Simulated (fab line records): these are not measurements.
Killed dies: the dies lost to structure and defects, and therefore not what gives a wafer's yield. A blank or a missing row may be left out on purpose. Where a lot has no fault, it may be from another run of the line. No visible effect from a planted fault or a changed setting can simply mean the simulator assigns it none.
8D (eight disciplines) problem report, filled in by code / flow rit-cmos / the parts of the form that need people (team, actions taken, sign-off) are left out

== 1. THE ISSUE ==
ACTIVE_OXIDE_THK at RIT_ACTIVE_THK_MEAS_02 reads a mean of 59.1 nm on 9 wafers of 3 lots; wafers without a fault read 47.0 nm with a standard deviation of 0.8. Measured from the usual mean, that is +15 standard deviations.
Seen first at day 3 04:03 on film-metro-04, wafer L746.1. The record has a number at this step for 45 wafers belonging to 15 lots. Rule for "out" (also "out of limits"): further than 4 standard deviations from the usual mean. The rest of the wafers with a number are treated as sound.

== 2. WHAT THIS IS AND IS NOT ==
question=which readings at this step | is=ACTIVE_OXIDE_THK | is not=-
question=which lots | is=L746, L747, L749 | is not=L738, L739, L740, L742, L745, L753, L754, L755, L757, L758, L759, L761
question=which wafers of those lots | is=all that have a number | is not=-
question=read on which gauges | is=film-metro-02, film-metro-04 | is not=film-metro-03
question=when | is=from day 3 04:03 | is not=up to then (15 sound wafers); but 21 sound wafers of L753, L754, L755, L757, L758, L759, L761 came after

== 3. THE SUSPECTS, EACH WITH WHAT RULES IT OUT ==
Counting: any tool at a process step up to the reading is kept as a suspect provided that every lot that is out went through it and no sound lot did after the first of them.
- ruled out: the gauge at RIT_ACTIVE_THK_MEAS_02. The wafers that are out were read on 2 gauges (film-metro-02, film-metro-04).
- furnace-04 at RIT_ACTIVE_OXIDATION_01 (target thk 46.8 nm, ox time 3360 s): kept. It processed each lot that is out, first L746 at day 3 02:07, and no sound lot thereafter; up to then, the last sound lot it processed was L745 at day 2 21:07. Out on those wafers are its own readings of spike-tc-centre-C, spike-tc-load-C, spike-tc-source-C, tube-center-temp-C, tube_center_temp_C_max.
Left after counting: furnace-04 at RIT_ACTIVE_OXIDATION_01.

== 4. THE CAUSE (what the simulator had put in) ==
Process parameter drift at RIT_ACTIVE_OXIDATION_01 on furnace-04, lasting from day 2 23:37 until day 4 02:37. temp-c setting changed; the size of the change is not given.
After counting, this tool was the only one left.

== 5. THE CHAIN OF EFFECTS, in route order ==
Each row: a reading where the mean over the struck wafers with a number is more than 3 standard deviations away from the usual. Readings are gone through only where the record gives a usual standard deviation; hours: the median, over the lots, of the time from a lot's start at the first step in this table giving one to that lot's start at this step; sigmas: the change measured in usual standard deviations.
hours=0; step=RIT_ACTIVE_OXIDATION_01; reading=spike-tc-centre-C; usual=1003.2 C; on struck wafers=1028.3; change=+25.1; sigmas=+15
hours=0; step=RIT_ACTIVE_OXIDATION_01; reading=spike-tc-load-C; usual=1025.7 C; on struck wafers=1048.5; change=+22.8; sigmas=+8.1
hours=0; step=RIT_ACTIVE_OXIDATION_01; reading=spike-tc-source-C; usual=1025.5 C; on struck wafers=1051.9; change=+26.4; sigmas=+16
hours=0; step=RIT_ACTIVE_OXIDATION_01; reading=tube-center-temp-C; usual=1000 C; on struck wafers=1025; change=+25; sigmas=+99 or more
hours=0; step=RIT_ACTIVE_OXIDATION_01; reading=tube_center_temp_C_max; usual=1002.6; on struck wafers=1027.8; change=+25.2; sigmas=+59
hours=2; step=RIT_ACTIVE_THK_MEAS_02; reading=ACTIVE_OXIDE_THK; usual=47.0 nm; on struck wafers=59.1; change=+12.1; sigmas=+15
Here are the process steps it includes:
- RIT_ACTIVE_OXIDATION_01: target thk 46.8 nm, ox time 3360 s.
Later steps that measure or inspect, where all struck wafers having a row at the step show a number for every such reading and not one has moved that far: RIT_PLDD_TW_MEAS_10, RIT_M1_BOW_MEAS_16.

== 6. HOW IT WOULD HAVE BEEN CAUGHT EARLIER ==
Counted from the fault's start at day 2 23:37, it took 4 hours until the first out-of-limits reading at a measuring or inspecting step in this record, taken at day 3 04:03.
Tool's own readings at RIT_ACTIVE_OXIDATION_01, spike-tc-centre-C, spike-tc-load-C, spike-tc-source-C, tube-center-temp-C, tube_center_temp_C_max: out on all struck wafers the step has rows for; an alarm limit on them would have tripped on the first.
L747, L749, from the lots that are out (3), started RIT_ACTIVE_OXIDATION_01 on furnace-04 later than day 3 04:03. A hold on the tool at that time would have spared those 2.
